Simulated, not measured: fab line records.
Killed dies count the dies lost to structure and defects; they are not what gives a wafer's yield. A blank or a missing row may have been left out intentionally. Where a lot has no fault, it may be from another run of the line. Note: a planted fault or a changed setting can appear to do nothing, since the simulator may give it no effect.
8D (eight disciplines) problem report, filled in by code + flow rit cmos + the parts of the form that need people (team, actions taken, sign-off) are left out

1. WHAT IS WRONG
NWELL_OVL at RIT_NWELL_OVL_MEAS_06 reads a mean of -148.1 nm on 12 wafers of 4 lots; wafers without a fault read 0.4 nm with a standard deviation of 1.5. That is -99 or more standard deviations from the usual mean.
Seen first at day 5 01:46 on overlay-02, wafer L852.3. Wafers with a number at this step in the record: 48, from 16 lots. The rule behind "out" and "out of limits": a value lying over 4 standard deviations away from the usual mean. The rest of the wafers with a number are treated as sound.

2. WHAT IT IS; WHAT IT IS NOT
| question                    | is                     | is not                                                                 |
|-----------------------------|------------------------|------------------------------------------------------------------------|
| which readings at this step | NWELL_OVL              | -                                                                      |
| which lots                  | L852, L853, L855, L857 | L837, L839, L840, L841, L842, L844, L845, L846, L847, L849, L850, L851 |
| which wafers of those lots  | all that have a number | -                                                                      |
| read on which gauges        | overlay-01, overlay-02 | -                                                                      |
| when                        | from day 5 01:46       | up to then (36 sound wafers)                                           |

3. THE SUSPECTS, EACH WITH WHAT RULES IT OUT
Counting: a tool at any process step up to the reading remains a suspect when it ran all the lots that are out and ran no sound lot after the first of those.
- ruled out: the gauge at RIT_NWELL_OVL_MEAS_06. 2 gauges (overlay-01, overlay-02) read the wafers that are out.
- iline stepper-02 at RIT_NWELL_EXPOSE_03 (exposes mask M2, target cd 43900 nm): kept. It processed each lot that is out, first L852 at day 5 01:22, and no sound lot thereafter; up to then, the last sound lot it processed was L851 at day 4 19:47.
Remaining after the count: iline stepper-02 at RIT_NWELL_EXPOSE_03.

4. THE CAUSE (what the simulator had put in)
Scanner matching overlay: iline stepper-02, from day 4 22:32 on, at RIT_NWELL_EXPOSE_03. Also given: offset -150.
This tool alone remained once counting was done.

5. SEQUENCE OF EFFECTS, ordered by route
One row per reading whose mean, taken over the struck wafers that have a number, lies over 3 standard deviations from the usual. Only readings whose record carries a usual standard deviation are examined. hours: median over the lots of the time between each lot's start at the first step of this table that gives one and its start at this step. sigmas: the change, counted in usual standard deviations.
| hours | step                  | reading   | usual  | on struck wafers | change | sigmas      |
|-------|-----------------------|-----------|--------|------------------|--------|-------------|
| 0     | RIT_NWELL_OVL_MEAS_06 | NWELL_OVL | 0.4 nm | -148.1           | -148.5 | -99 or more |

6. WHAT WOULD HAVE CAUGHT IT SOONER
The first out-of-limits reading at a measuring or inspecting step in this record came at day 5 01:46, 3 hours after the fault's start at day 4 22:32.
Of the tool readings at RIT_NWELL_EXPOSE_03 for which the record gives a usual standard deviation, none was out on any struck wafer, so an alarm limit of 4 standard deviations on them would not have fired.
Lots out: 4; of these, L853, L855, L857 started RIT_NWELL_EXPOSE_03 on iline stepper-02 after day 5 01:46. A hold on the tool at that time would have spared those 3.
